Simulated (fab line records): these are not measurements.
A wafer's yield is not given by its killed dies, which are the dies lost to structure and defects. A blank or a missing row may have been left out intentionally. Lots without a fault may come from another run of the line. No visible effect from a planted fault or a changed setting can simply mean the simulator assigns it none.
Which tool did it? | flow rit cmos | 14 lots with 42 wafers sampled at 4 steps, on a route of 202 steps

## WHAT EACH GAUGE READ, for each wafer
RIT_ACTIVE_THK_MEAS_02.
lot  | measured    | on            | ACTIVE_OXIDE_THK (nm)
L830 | day 1 12:03 | film metro-03 | 47.8 46.6 47.0
L831 | day 1 17:04 | film metro-02 | 47.7 47.6 48.3
L832 | day 1 22:03 | film metro-03 | 47.4 45.3 46.5
L833 | day 2 03:03 | film metro-03 | 49.2 49.2 48.5
L834 | day 2 08:04 | film metro-04 | 45.5 45.8 45.6
L837 | day 3 01:02 | film metro-02 | 47.1 46.8 47.4
L838 | day 3 04:04 | film metro-02 | 47.6 47.7 47.6
L840 | day 3 14:03 | film metro-02 | 47.9 47.1 47.1
L841 | day 3 19:03 | film metro-04 | 49.0 48.1 47.9
L842 | day 4 01:05 | film metro-04 | 46.6 48.1 47.4
L843 | day 4 05:19 | film metro-03 | 46.8 46.9 46.3
L844 | day 4 10:04 | film metro-04 | 48.6 48.4 48.3
L846 | day 4 20:11 | film metro-03 | 48.4 47.7 48.0
L853 | day 6 07:03 | film metro-02 | 46.7 46.4 47.2

RIT_GATE_THK_MEAS_09.
lot  | measured    | on            | GATE_POLY_THK (nm)
L830 | day 2 11:19 | film metro-02 | 253.4 252.4 253.3
L831 | day 2 17:37 | film metro-01 | 254.7 251.1 251.8
L832 | day 3 02:08 | film metro-01 | 245.1 242.2 247.6
L833 | day 3 04:08 | film metro-01 | 248.1 248.6 249.0
L834 | day 3 08:08 | film metro-04 | 252.0 252.4 252.6
L837 | day 4 03:01 | film metro-01 | 248.6 248.6 248.7
L838 | day 4 05:22 | film metro-04 | 253.4 255.5 254.6
L840 | day 4 14:34 | film metro-01 | 246.7 249.3 246.7
L841 | day 4 19:55 | film metro-01 | 248.0 248.4 246.2
L842 | day 5 00:58 | film metro-04 | 249.8 250.2 251.1
L843 | day 5 09:53 | film metro-01 | 251.5 249.0 248.8
L844 | day 5 11:59 | film metro-04 | 246.4 246.1 247.1
L846 | day 6 00:30 | film metro-01 | 246.4 247.3 246.0
L853 | day 7 07:08 | film metro-01 | 248.8 250.1 248.9

RIT_SDANNEAL_RS_MEAS_04: uses a four-point probe to measure.
lot  | measured    | on            | PSD_RS (ohm/sq)
L830 | day 3 01:43 | film metro-04 | 114.93 114.93 115.40
L831 | day 3 07:53 | film metro-03 | 115.13 115.05 115.07
L832 | day 3 15:47 | film metro-03 | 114.91 115.26 114.92
L833 | day 3 18:05 | film metro-04 | 115.07 115.07 115.15
L834 | day 3 22:18 | film metro-04 | 115.13 115.49 115.04
L837 | day 4 18:13 | film metro-04 | 115.28 115.27 115.26
L838 | day 4 19:37 | film metro-04 | 115.45 115.35 115.17
L840 | day 5 04:23 | film metro-04 | 114.78 114.83 114.89
L841 | day 5 10:19 | film metro-03 | 115.41 115.38 115.54
L842 | day 5 17:59 | film metro-04 | 115.01 114.73 115.07
L843 | day 6 00:29 | film metro-02 | 114.73 115.12 114.79
L844 | day 6 02:40 | film metro-03 | 115.43 115.33 115.56
L846 | day 6 15:19 | film metro-03 | 115.31 115.58
L853 | day 7 22:34 | film metro-04 | 115.06 115.17 115.22

## WHAT TOOL EACH LOT RAN ON (gives the tool, then ch and the chambers of the sampled wafers, and finally the start)
lot  | RIT_GATE_ETCH_19
L830 | rie si-02 ch 0,2, day 2 12:32
L831 | rie si-01 ch 0,1,3, day 2 19:01
L832 | rie si-02 ch 0,2, day 3 03:21
L833 | rie si-01 ch 2,3, day 3 05:29
L834 | rie si-02 ch 2,3, day 3 09:29
L837 | rie si-01 ch 0,1,2, day 4 04:22
L838 | rie si-02 ch 2,3, day 4 06:34
L840 | rie si-02 ch 0,1,2, day 4 15:50
L841 | rie si-01 ch 1,3, day 4 21:19
L842 | rie si-02 ch 1,2,3, day 5 02:20
L843 | rie si-01 ch 0,3, day 5 11:07
L844 | rie si-02 ch 0,2,3, day 5 13:19
L846 | rie si-02 ch 1,2,3, day 6 01:43
L853 | rie si-01 ch 1,2, day 7 08:31
- RIT_GATE_ETCH_19: etches poly-Si in SF6/CHF3/O2, stops on SiO2, time 165 s, target depth 312.5 nm.

## WHAT THE TOOLS THEMSELVES READ (means of the sampled wafers that have a number; where no wafer has one, the mark that the record gives instead)
RIT_GATE_ETCH_19.
lot  | tool      | drypump motor current A (A) | oes product au (a.u.) | throttle valve pct (%)
L830 | rie si-02 | 5.8                         | 0.853                 | 10.28
L831 | rie si-01 | 5.4                         | 0.849                 | 10.30
L832 | rie si-02 | 5.7                         | 0.829                 | 10.35
L833 | rie si-01 | 5.9                         | 0.854                 | 10.14
L834 | rie si-02 | 5.6                         | 0.842                 | 10.36
L837 | rie si-01 | 5.5                         | 0.854                 | 10.23
L838 | rie si-02 | 5.4                         | 0.848                 | 10.32
L840 | rie si-02 | 5.9                         | 0.840                 | 10.24
L841 | rie si-01 | 5.5                         | 0.827                 | 10.34
L842 | rie si-02 | 5.7                         | 0.840                 | 10.25
L843 | rie si-01 | 5.2                         | 0.853                 | 10.27
L844 | rie si-02 | 5.6                         | 0.941                 | 10.30
L846 | rie si-02 | 5.7                         | 0.931                 | 10.26
L853 | rie si-01 | 5.9                         | 0.855                 | 10.17

## THE ANSWER, worked out from the rows above alone
Rule: the usual values come from the lots themselves. Put in order of their means at a reading, lots are off if they are a third of the lots or fewer, leave a main group of 4 or more, and stand apart from it by a gap of 3 or more times the standard deviation of the main group's means; of several such gaps the widest counts. A main group whose means are all the same, to the digits that the tables above print for the reading, isn't used. Also off: a lot with no number at a reading for which 4 or more lots have one. Any other lot the step has rows for is counted as sound. The gauges are gone through in route order, then the tools' own readings, and for those a lot's mean is taken as printed above. The first step at which some lot is off is used, and at that step the reading that is off furthest; a lot without a number counts as furthest.
Off, at RIT_GATE_ETCH_19 on oes product au: L844, L846. The main group has a mean of 0.845 a.u. with a standard deviation of 0.0094.
If a tool, at that step or one of the process steps before it, ran each lot that is off and ran no sound lot following the first of them, it fits. One fits: RIT_GATE_ETCH_19 on rie si-02. Its last sound lot is L842 (day 5 02:20), its first lot that is off L844 (day 5 13:19): a fault that began between those two fits.
On the lots that are off, the tool's own readings at RIT_GATE_ETCH_19 differ by more than 5 times the standard deviation of the sound lots' means, which bears it out; oes product au reads 0.936 a.u. there versus 0.845 a.u. on the sound lots.

## WHAT WAS PUT IN BY THE SIMULATOR
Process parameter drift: rie si-02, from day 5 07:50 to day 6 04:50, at RIT_GATE_ETCH_19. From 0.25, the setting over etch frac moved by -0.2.
Lots struck among those shown: L844, L846. Same finding as the rule above.
